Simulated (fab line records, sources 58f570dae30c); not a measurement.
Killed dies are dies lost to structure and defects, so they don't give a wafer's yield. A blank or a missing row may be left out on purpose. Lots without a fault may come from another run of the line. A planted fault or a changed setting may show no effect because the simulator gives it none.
Which tool did it? | flow berkeley_cmos170 | 14 lots, 42 wafers sampled, at 5 steps of a route of 331

WHAT THE GAUGES READ, wafer by wafer
UCB170_PWELL_THK_MEAS_03. Usual: PWELL_OXIDE_THK 26.3 nm, standard deviation 0.6.
lot  | measured    | on            | PWELL_OXIDE_THK (nm) | flag
L970 | day 2 20:46 | film_metro-04 | 26.7 27.6 26.9       |
L971 | day 3 00:36 | film_metro-01 | 26.3 25.8 25.8       |
L972 | day 3 00:35 | film_metro-04 | 25.4 25.4 25.3       |
L973 | day 3 13:17 | film_metro-03 | 26.9 26.8 26.5       |
L974 | day 3 17:49 | film_metro-04 | 26.3 26.5 26.6       |
L977 | day 4 01:35 | film_metro-03 | 26.1 26.5 26.3       |
L979 | day 4 15:12 | film_metro-04 | 25.3 25.8 25.9       |
L980 | day 5 01:01 | film_metro-03 | 26.5 26.4 26.6       |
L981 | day 5 01:02 | film_metro-01 | 26.5 26.5 26.6       |
L982 | day 5 05:02 | film_metro-04 | 26.1 26.2 26.2       |
L991 | day 7 07:54 | film_metro-03 | 26.9 26.4 26.2       |
L992 | day 7 07:55 | film_metro-04 | 26.1 25.8 26.1       |

UCB170_NVT_OVL_MEAS_06. Usual: NVT_OVL 2 nm, standard deviation 4.9.
lot  | measured     | on         | NVT_OVL (nm) | flag
L970 | day 5 12:58  | overlay-01 | 3 -5 4       |
L971 | day 5 13:42  | overlay-02 | 8 2 10       |
L972 | day 5 13:23  | overlay-02 | -2 9 -3      |
L973 | day 5 22:58  | overlay-02 | -1 -3 0      |
L974 | day 6 07:28  | overlay-02 | 1 -1 -2      |
L977 | day 6 16:10  | overlay-02 | 10 -1 6      |
L979 | day 7 01:02  | overlay-01 | 0 5 5        |
L980 | day 7 11:40  | overlay-01 | 6 8 1        |
L981 | day 7 11:50  | overlay-02 | 10 4 9       |
L982 | day 7 23:19  | overlay-02 | 6 6 3        |
L991 | day 10 02:49 | overlay-01 | 1 5 6        |
L992 | day 10 03:04 | overlay-02 | 9 2 0        |

UCB170_PVT_OVL_MEAS_06. Usual: PVT_OVL 3 nm, standard deviation 5.4.
lot  | measured     | on         | PVT_OVL (nm) | flag
L970 | day 5 15:52  | overlay-02 | 4 -1 2       |
L971 | day 5 16:20  | overlay-02 | 8 6 11       |
L972 | day 5 16:15  | overlay-01 | 8 2 -4       |
L973 | day 6 00:20  | overlay-01 | 14 20 8      |
L974 | day 6 09:45  | overlay-02 | 4 3 1        |
L977 | day 6 18:14  | overlay-02 | 0 -4 5       |
L979 | day 7 05:03  | overlay-01 | -2 2 -3      |
L980 | day 7 13:09  | overlay-01 | 3 5 6        |
L981 | day 7 13:26  | overlay-02 | 4 -9 1       |
L982 | day 8 01:01  | overlay-02 | -11 -4 -4    |
L991 | day 10 04:29 | overlay-01 | 4 -2 2       |
L992 | day 10 04:46 | overlay-01 | 6 0 7        |

WHICH TOOL RAN EACH LOT (tool, then ch and the chambers of the sampled wafers, then the start)
lot  | UCB170_ZERO_EXPOSE_03            | UCB170_ZERO_ETCH_06
L970 | krf_scanner-02 ch 0, day 1 22:11 | rie_diel-03 ch 0,2, day 1 22:37
L971 | krf_scanner-02 ch 0, day 2 03:20 | rie_diel-03 ch 1,2, day 2 04:35
L972 | krf_scanner-02 ch 0, day 2 05:44 | rie_diel-01 ch 1,2, day 2 06:33
L973 | krf_scanner-01 ch 0, day 2 12:05 | rie_diel-01 ch 0,1, day 2 12:28
L974 | krf_scanner-02 ch 0, day 2 17:36 | rie_diel-02 ch 0,1,3, day 2 18:03
L977 | krf_scanner-02 ch 0, day 3 08:08 | rie_diel-03 ch 2,3, day 3 08:44
L979 | krf_scanner-02 ch 0, day 3 19:22 | rie_diel-03 ch 0,2,3, day 3 19:44
L980 | krf_scanner-02 ch 0, day 4 03:01 | rie_diel-01 ch 1,2,3, day 4 03:40
L981 | krf_scanner-01 ch 0, day 4 05:36 | rie_diel-02 ch 2,3, day 4 05:56
L982 | krf_scanner-01 ch 0, day 4 09:46 | rie_diel-03 ch 0,3, day 4 10:27
L986 | krf_scanner-02, day 5 05:26      | rie_diel-02 ch 0,1, day 5 06:19
L987 | krf_scanner-02, day 5 11:03      | rie_diel-02 ch 0,1, day 5 11:25
L991 | krf_scanner-02 ch 0, day 6 10:55 | rie_diel-03 ch 0,1,2, day 6 11:28
L992 | krf_scanner-02 ch 0, day 6 13:28 | rie_diel-02 ch 1,2,3, day 6 13:50
- UCB170_ZERO_EXPOSE_03: exposes mask PM MARKS, target cd 4000 nm.
- UCB170_ZERO_ETCH_06: etches SiO2 in CHF3/CF4/Ar, time 12 s.

WHAT THE TOOLS THEMSELVES READ (means of the sampled wafers that have a number; where no wafer has one, the mark that the record gives instead)
UCB170_ZERO_EXPOSE_03. Usual: exposure_dose_mJ_cm2 29.996, standard deviation 0.027; focus_offset_nm 0.1 nm, standard deviation 0.55.
lot  | tool           | exposure_dose_mJ_cm2 | focus_offset_nm (nm) | flag
L970 | krf_scanner-02 | 29.993               | 0.4                  |
L971 | krf_scanner-02 | 29.977               | 0.5                  |
L972 | krf_scanner-02 | 29.984               | 1.0                  |
L973 | krf_scanner-01 | 29.972               | 0.3                  |
L974 | krf_scanner-02 | 30.007               | 0.5                  |
L977 | krf_scanner-02 | 29.998               | 1.0                  |
L979 | krf_scanner-02 | 30.000               | 0.5                  |
L980 | krf_scanner-02 | 30.037               | -0.0                 |
L981 | krf_scanner-01 | 30.001               | 0.5                  |
L982 | krf_scanner-01 | 29.992               | 0.5                  |
L986 | krf_scanner-02 | -                    | -                    | OFF
L987 | krf_scanner-02 | -                    | -                    | OFF
L991 | krf_scanner-02 | 29.962               | -0.1                 |
L992 | krf_scanner-02 | 30.011               | -0.3                 |

UCB170_ZERO_ETCH_06. Usual: drypump_motor_current_A 5.8 A, standard deviation 0.42; oes_product_au 0.615 a.u., standard deviation 0.012; throttle_valve_pct 9.22 %, standard deviation 0.061.
lot  | tool        | drypump_motor_current_A (A) | oes_product_au (a.u.) | throttle_valve_pct (%) | flag
L970 | rie_diel-03 | 5.7                         | 0.608                 | 9.23                   |
L971 | rie_diel-03 | 5.7                         | 0.616                 | 9.22                   |
L972 | rie_diel-01 | 6.2                         | 0.605                 | 9.32                   |
L973 | rie_diel-01 | 5.7                         | 0.611                 | 9.23                   |
L974 | rie_diel-02 | 5.7                         | 0.613                 | 9.21                   |
L977 | rie_diel-03 | 6.0                         | 0.623                 | 9.14                   |
L979 | rie_diel-03 | 5.9                         | 0.614                 | 9.20                   |
L980 | rie_diel-01 | 5.7                         | 0.616                 | 9.29                   |
L981 | rie_diel-02 | 5.9                         | 0.625                 | 9.22                   |
L982 | rie_diel-03 | 5.8                         | 0.606                 | 9.18                   |
L986 | rie_diel-02 | 6.1                         | 0.374                 | 9.17                   | OFF
L987 | rie_diel-02 | 5.8                         | 0.378                 | 9.16                   | OFF
L991 | rie_diel-03 | 5.7                         | 0.614                 | 9.22                   |
L992 | rie_diel-02 | 5.9                         | 0.622                 | 9.23                   |

THE ANSWER, worked out from the rows above alone
Rule: a lot is off if the mean of its wafers that have a number lies more than 3 standard deviations from the usual mean. A lot without any number at a reading at which 4 lots or more have one is off too. The other lots that the step has rows for count as sound. The gauges are gone through in route order, then the tools' own readings, and for those a lot's mean is taken as printed above. The first step at which some lot is off is used, and at that step the reading that is off furthest; a lot without a number counts as furthest.
Off: L986, L987, at UCB170_ZERO_EXPOSE_03 (exposure_dose_mJ_cm2). Without a number there: L986, L987.
A tool fits if, at that step or a process step before it, it ran every lot that is off, and no sound lot after the first of them. None of those tried fits.

WHAT THE SIMULATOR HAD PUT IN
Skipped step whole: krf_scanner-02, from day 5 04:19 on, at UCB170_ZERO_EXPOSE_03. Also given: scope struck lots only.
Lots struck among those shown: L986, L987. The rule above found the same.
